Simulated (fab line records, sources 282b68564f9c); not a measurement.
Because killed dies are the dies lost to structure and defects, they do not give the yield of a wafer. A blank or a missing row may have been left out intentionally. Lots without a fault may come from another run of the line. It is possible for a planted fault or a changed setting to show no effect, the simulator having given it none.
Lot-split experiment || flow rit-cmos || 5 lots, 23 wafers read, on a route of 202 steps

== THE SPLIT ITSELF ==
At RIT_FOX2_OXIDATION_00 (target thk 350.7 nm, ox time 1130 s), the setting temp-c was moved away from the recipe's 1100 C on 20 of the 23 wafers read, by -2.8% to +2.9%. For the rest of the wafers, this setting stayed at what the recipe calls for.

== FROM THE SPLIT TO THE READING: what the file shows between them, 10 steps ==
- RIT_FOX2_THK_MEAS_01
- RIT_FOX2_CLEAN_02: cleans in dHF, time 180 s
- RIT_FOX2_WET_ETCH_03: etches Si3N4 in H3PO4, target depth 195 nm, time 2700 s
- RIT_FOX2_THK_MEAS_90
- RIT_PWELL_IMPLANT_08 (also split here: energy-kev)
- RIT_GATE_WET_ETCH_00: etches SiO2 in BOE, target depth 56 nm, time 60 s (also split here: time-s)
- RIT_GATE_CLEAN_01: cleans in SC1, time 600 s
- RIT_GATE_CLEAN_02: cleans in dHF, time 30 s
- RIT_GATE_CLEAN_03: cleans in SC2, time 600 s
- RIT_GATE_CLEAN_04: cleans in dHF, time 60 s

== THE READING ==
FIELD_OXIDE_LEFT_2_THK at RIT_FOX2_THK_MEAS_91, in nm. A value of 259 nm with a standard deviation of 6.5 nm is what fault-free wafers of this fab line usually give.

{"wafer": "L074.1", "tool, chamber at the split": "-, -", "temp-c as run, C": 1114, "against the recipe": "+1.3%", "FIELD_OXIDE_LEFT_2_THK, nm": 284, "against lot-mates on the recipe": "no lot-mate on the recipe"}
{"wafer": "L074.2", "tool, chamber at the split": "-, -", "temp-c as run, C": 1114, "against the recipe": "+1.3%", "FIELD_OXIDE_LEFT_2_THK, nm": 278, "against lot-mates on the recipe": "no lot-mate on the recipe"}
{"wafer": "L074.3", "tool, chamber at the split": "-, -", "temp-c as run, C": 1114, "against the recipe": "+1.3%", "FIELD_OXIDE_LEFT_2_THK, nm": 282, "against lot-mates on the recipe": "no lot-mate on the recipe"}
{"wafer": "L074.5", "tool, chamber at the split": "-, -", "temp-c as run, C": 1114, "against the recipe": "+1.3%", "FIELD_OXIDE_LEFT_2_THK, nm": 278, "against lot-mates on the recipe": "no lot-mate on the recipe"}
{"wafer": "L074.6", "tool, chamber at the split": "-, -", "temp-c as run, C": 1114, "against the recipe": "+1.3%", "FIELD_OXIDE_LEFT_2_THK, nm": 288, "against lot-mates on the recipe": "no lot-mate on the recipe"}
{"wafer": "L075.2", "tool, chamber at the split": "-, -", "temp-c as run, C": 1132, "against the recipe": "+2.9%", "FIELD_OXIDE_LEFT_2_THK, nm": 312, "against lot-mates on the recipe": "no lot-mate on the recipe"}
{"wafer": "L075.3", "tool, chamber at the split": "-, -", "temp-c as run, C": 1132, "against the recipe": "+2.9%", "FIELD_OXIDE_LEFT_2_THK, nm": 315, "against lot-mates on the recipe": "no lot-mate on the recipe"}
{"wafer": "L075.4", "tool, chamber at the split": "-, -", "temp-c as run, C": 1132, "against the recipe": "+2.9%", "FIELD_OXIDE_LEFT_2_THK, nm": 315, "against lot-mates on the recipe": "no lot-mate on the recipe"}
{"wafer": "L075.5", "tool, chamber at the split": "-, -", "temp-c as run, C": 1132, "against the recipe": "+2.9%", "FIELD_OXIDE_LEFT_2_THK, nm": 318, "against lot-mates on the recipe": "no lot-mate on the recipe"}
{"wafer": "L075.6", "tool, chamber at the split": "-, -", "temp-c as run, C": 1132, "against the recipe": "+2.9%", "FIELD_OXIDE_LEFT_2_THK, nm": 316, "against lot-mates on the recipe": "no lot-mate on the recipe"}
{"wafer": "L083.2", "tool, chamber at the split": "-, -", "temp-c as run, C": 1069, "against the recipe": "-2.8%", "FIELD_OXIDE_LEFT_2_THK, nm": 210, "against lot-mates on the recipe": "no lot-mate on the recipe"}
{"wafer": "L083.3", "tool, chamber at the split": "-, -", "temp-c as run, C": 1069, "against the recipe": "-2.8%", "FIELD_OXIDE_LEFT_2_THK, nm": 209, "against lot-mates on the recipe": "no lot-mate on the recipe"}
{"wafer": "L083.4", "tool, chamber at the split": "-, -", "temp-c as run, C": 1069, "against the recipe": "-2.8%", "FIELD_OXIDE_LEFT_2_THK, nm": 207, "against lot-mates on the recipe": "no lot-mate on the recipe"}
{"wafer": "L083.5", "tool, chamber at the split": "-, -", "temp-c as run, C": 1069, "against the recipe": "-2.8%", "FIELD_OXIDE_LEFT_2_THK, nm": 211, "against lot-mates on the recipe": "no lot-mate on the recipe"}
{"wafer": "L083.6", "tool, chamber at the split": "-, -", "temp-c as run, C": 1069, "against the recipe": "-2.8%", "FIELD_OXIDE_LEFT_2_THK, nm": 212, "against lot-mates on the recipe": "no lot-mate on the recipe"}
{"wafer": "L084.1", "tool, chamber at the split": "-, -", "temp-c as run, C": 1076, "against the recipe": "-2.2%", "FIELD_OXIDE_LEFT_2_THK, nm": 215, "against lot-mates on the recipe": "no lot-mate on the recipe"}
{"wafer": "L084.2", "tool, chamber at the split": "-, -", "temp-c as run, C": 1076, "against the recipe": "-2.2%", "FIELD_OXIDE_LEFT_2_THK, nm": 219, "against lot-mates on the recipe": "no lot-mate on the recipe"}
{"wafer": "L084.3", "tool, chamber at the split": "-, -", "temp-c as run, C": 1076, "against the recipe": "-2.2%", "FIELD_OXIDE_LEFT_2_THK, nm": 222, "against lot-mates on the recipe": "no lot-mate on the recipe"}
{"wafer": "L084.4", "tool, chamber at the split": "-, -", "temp-c as run, C": 1076, "against the recipe": "-2.2%", "FIELD_OXIDE_LEFT_2_THK, nm": 217, "against lot-mates on the recipe": "no lot-mate on the recipe"}
{"wafer": "L084.5", "tool, chamber at the split": "-, -", "temp-c as run, C": 1076, "against the recipe": "-2.2%", "FIELD_OXIDE_LEFT_2_THK, nm": 219, "against lot-mates on the recipe": "no lot-mate on the recipe"}
{"wafer": "L085.2", "tool, chamber at the split": "furnace-02, 0", "temp-c as run, C": 1100, "against the recipe": "recipe", "FIELD_OXIDE_LEFT_2_THK, nm": 258, "against lot-mates on the recipe": "-"}
{"wafer": "L085.4", "tool, chamber at the split": "furnace-02, 0", "temp-c as run, C": 1100, "against the recipe": "recipe", "FIELD_OXIDE_LEFT_2_THK, nm": 262, "against lot-mates on the recipe": "-"}
{"wafer": "L085.6", "tool, chamber at the split": "furnace-02, 0", "temp-c as run, C": 1100, "against the recipe": "recipe", "FIELD_OXIDE_LEFT_2_THK, nm": 264, "against lot-mates on the recipe": "-"}

THE FIT
A straight line over all 23 wafers: FIELD_OXIDE_LEFT_2_THK changes by +18.5 nm for each +1% of temp-c; r = +1.00; the points scatter about the line by 3.1 nm.
Too few moved wafers with a lot-mate on the recipe to fit a line net of each lot's own level.

== THE WHOLE CHAIN: every reading that the file lists as answering this split, in the file's order ==
{"step": "RIT_FOX2_OXIDATION_00", "what it does": "target thk 350.7 nm, ox time 1130 s", "reading": "SiO2_of_FOX2_OXIDATION_00.thk-nm (the simulator's own value, which no gauge read)", "change (the file's fit)": "+17.8 nm for each +1% of the setting", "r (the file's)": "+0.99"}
{"step": "RIT_FOX2_THK_MEAS_01", "what it does": "", "reading": "FOX2_OXIDE_THK", "change (the file's fit)": "+17.8 for each +1% of the setting", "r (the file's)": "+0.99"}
{"step": "RIT_FOX2_THK_MEAS_90", "what it does": "", "reading": "FIELD_OXIDE_LEFT_1_THK", "change (the file's fit)": "+17.8 for each +1% of the setting", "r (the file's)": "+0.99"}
{"step": "RIT_FOX2_THK_MEAS_91", "what it does": "", "reading": "FIELD_OXIDE_LEFT_2_THK", "change (the file's fit)": "+18.5 for each +1% of the setting", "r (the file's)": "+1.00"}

== THE FILE'S OWN FIT ==
FIELD_OXIDE_LEFT_2_THK changes by +18.5 nm for each +1% of temp-c, r = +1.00.
